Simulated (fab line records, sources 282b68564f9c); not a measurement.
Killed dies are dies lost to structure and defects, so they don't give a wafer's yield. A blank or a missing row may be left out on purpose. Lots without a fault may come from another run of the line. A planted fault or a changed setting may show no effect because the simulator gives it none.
A struck lot beside a sound one | flow rit_cmos | 44 steps out of a route of 202
Sound: wafers L179.2, L179.4, L179.6. Struck: wafers L183.2, L183.4, L183.6. The cause comes at the end.
At each step with rows: each side's tool, then ch and its chambers, then its first start. Under that, the readings that differ: sound wafers | struck wafers | difference of the means | sigmas: that difference in standard deviations of wafers without a fault.
alike: readings whose means differ by less than 2 such deviations, and words and numbers that are the same on both sides. not compared: withheld readings, readings that some wafer has no value for, bounds like >300 that may hide the same value, and numbers for which the record gives no deviation and whose values overlap.
The two part at a step that has a row with sigmas, a row that says differs or no value, or rows on one side only. Numbers that don't overlap but have no deviation are shown without sigmas and don't part them. A reading that every wafer of one side lacks parts them only if that side has two wafers or more.

first, 1 step without rows for these wafers: RIT_ACTIVE_DEVELOP_10 (develop time 50 s).
RIT_ACTIVE_CD_MEAS_11: target cd 1400 nm.
  sound on cd_sem-01, day 2 16:35; struck on cd_sem-01, day 3 07:31
  alike: cd_nm
then, 1 step without rows for these wafers: RIT_ACTIVE_HARDBAKE_12 (time 60 s).
RIT_ACTIVE_ETCH_13: etches Si3N4 in SF6, stops on SiO2, time 210 s, target depth 210 nm.
  sound on rie_diel-03 ch 1,2, day 2 16:53; struck on rie_diel-03 ch 0,1,3, day 3 07:46
  reading                        | sound                | struck               | difference | sigmas
  chamber_pressure_mTorr (mTorr) | 259.45 259.64 260.04 | 259.86 260.41 260.35 | +0.50      | +2
  alike: drypump_motor_current_A, oes_product_au, throttle_valve_pct
  not compared: rf_hours_counter_h
RIT_ACTIVE_STRIP_14: strips in O2, time 180 s.
  sound on plasma_asher-01 ch 0,1, day 2 17:01; struck on plasma_asher-01 ch 0,1, day 3 07:54
  alike: chamber_pressure_mTorr, drypump_motor_current_A, o2_flow_sccm
  not compared: rf_hours_counter_h
RIT_ACTIVE_CD_MEAS_90: target cd 1400 nm.
  sound on cd_sem-01, day 2 17:13; struck on cd_sem-01, day 3 08:05
  alike: cd_nm
then, 4 steps without rows for these wafers: RIT_ACTIVE_CLEAN_15 (cleans in SC1, time 600 s); RIT_ACTIVE_CLEAN_16 (cleans in dHF, time 30 s); RIT_ACTIVE_CLEAN_17 (cleans in SC2, time 600 s); RIT_FOX1_OXIDATION_00 (target thk 350.7 nm, ox time 1130 s).
RIT_FOX1_THK_MEAS_01:
  sound on film_metro-04, day 2 19:56; struck on film_metro-01, day 3 09:54
  alike: FOX1_OXIDE_THK
then, 1 step without rows for these wafers: RIT_FOX1_WET_ETCH_02 (etches SiO2 in BOE, target depth 350 nm, time 390 s).
RIT_FOX2_OXIDATION_00: target thk 350.7 nm, ox time 1130 s.
  sound on furnace-01 ch 0, day 2 20:53; struck on furnace-01 ch 0, day 3 11:33
RIT_FOX2_THK_MEAS_01:
  sound on film_metro-04, day 2 22:12; struck on film_metro-04, day 3 12:52
  reading             | sound       | struck      | difference | sigmas
  FOX2_OXIDE_THK (nm) | 363 356 356 | 527 518 518 | +163       | +28
RIT_FOX2_CLEAN_02: cleans in dHF, time 180 s.
  sound on wet_bench-04 ch 3, day 2 22:15; struck on wet_bench-04 ch 0, day 3 13:00
  reading                                     | sound             | struck            | difference | sigmas
  model.SiO2_of_FOX2_OXIDATION_00.thk_nm (nm) | 345.7 339.5 339.5 | 509.3 501.6 500.6 | +162.3     |
  model.Si3N4_of_ACTIVE_CVD_03.thk_nm (nm)    | 133.3 132.8 132.3 | 128.7 128.8 128   | -4.3       |
RIT_FOX2_WET_ETCH_03: etches Si3N4 in H3PO4, target depth 195 nm, time 2700 s.
  sound on wet_bench-03 ch 1, day 2 22:19; struck on wet_bench-02 ch 2, day 3 13:03
  reading                                     | sound           | struck          | difference | sigmas
  model.SiO2_of_FOX2_OXIDATION_00.thk_nm (nm) | 335 328.8 328.8 | 499 491.3 490.2 | +163       |
RIT_FOX2_THK_MEAS_90:
  sound on film_metro-02, day 2 23:05; struck on film_metro-02, day 3 14:35
  reading                     | sound       | struck      | difference | sigmas
  FIELD_OXIDE_LEFT_1_THK (nm) | 335 329 329 | 499 491 490 | +162       | +28
then, 6 steps without rows for these wafers: RIT_NWELL_HMDS_00 (prime time 60 s); RIT_NWELL_COAT_01 (resist thk 1300 nm); RIT_NWELL_SOFTBAKE_02 (time 60 s); RIT_NWELL_EXPOSE_03 (exposes mask M2, target cd 43900 nm); RIT_NWELL_PEB_04; RIT_NWELL_DEVELOP_05 (develop time 68 s).
RIT_NWELL_OVL_MEAS_06:
  sound on overlay-01, day 3 00:08; struck on overlay-01, day 3 15:31
  alike: NWELL_OVL
then, 2 steps without rows for these wafers: RIT_NWELL_HARDBAKE_07 (time 120 s); RIT_NWELL_IMPLANT_08.
RIT_NWELL_STRIP_09: strips in O2, time 180 s.
  sound on plasma_asher-02 ch 0,1, day 3 00:34; struck on plasma_asher-03 ch 0,1, day 3 16:29
  alike: chamber_pressure_mTorr, drypump_motor_current_A, o2_flow_sccm
  not compared: rf_hours_counter_h
RIT_NWELL_TW_MEAS_10:
  sound on film_metro-04, day 3 00:45; struck on film_metro-02, day 3 16:40
  alike: NWELL_TW
then, 6 steps without rows for these wafers: RIT_PWELL_HMDS_00 (prime time 60 s); RIT_PWELL_COAT_01 (resist thk 1300 nm); RIT_PWELL_SOFTBAKE_02 (time 60 s); RIT_PWELL_EXPOSE_03 (exposes mask M3, target cd 43700 nm); RIT_PWELL_PEB_04; RIT_PWELL_DEVELOP_05 (develop time 68 s).
RIT_PWELL_OVL_MEAS_06:
  sound on overlay-01, day 3 01:49; struck on overlay-02, day 3 18:39
  alike: PWELL_OVL
then, 2 steps without rows for these wafers: RIT_PWELL_HARDBAKE_07 (time 120 s); RIT_PWELL_IMPLANT_08.
RIT_PWELL_STRIP_09: strips in O2, time 180 s.
  sound on plasma_asher-02 ch 0, day 3 02:15; struck on plasma_asher-02 ch 0,1, day 3 19:12
  alike: chamber_pressure_mTorr, drypump_motor_current_A, o2_flow_sccm
  not compared: rf_hours_counter_h
RIT_PWELL_TW_MEAS_10:
  sound on film_metro-04, day 3 02:26; struck on film_metro-02, day 3 19:23
  alike: PWELL_TW
then, 1 step without rows for these wafers: RIT_WELLDRIVE_ANNEAL_00 (time 14700 s).
RIT_WELLDRIVE_RS_MEAS_01: measures by four-point-probe.
  sound on film_metro-04, day 3 08:40; struck on film_metro-04, day 4 00:32
  alike: NWELL_RS
RIT_WELLDRIVE_RS_MEAS_02: measures by four-point-probe.
  sound on film_metro-04, day 3 08:47; struck on film_metro-04, day 4 00:40
  alike: PWELL_RS
RIT_FOX2_THK_MEAS_91:
  sound on film_metro-01, day 3 12:25; struck on film_metro-04, day 4 04:56
  reading                     | sound       | struck      | difference | sigmas
  FIELD_OXIDE_LEFT_2_THK (nm) | 267 261 261 | 429 421 421 | +161       | +27
RIT_M1_PROBE_99:
  the record has rows for the sound wafers here (prober-01, day 4 14:11) and none for the struck ones

WHERE THEY PART
First at RIT_ACTIVE_ETCH_13; last, within this record, at RIT_M1_PROBE_99.

WHY: what the simulator had put in
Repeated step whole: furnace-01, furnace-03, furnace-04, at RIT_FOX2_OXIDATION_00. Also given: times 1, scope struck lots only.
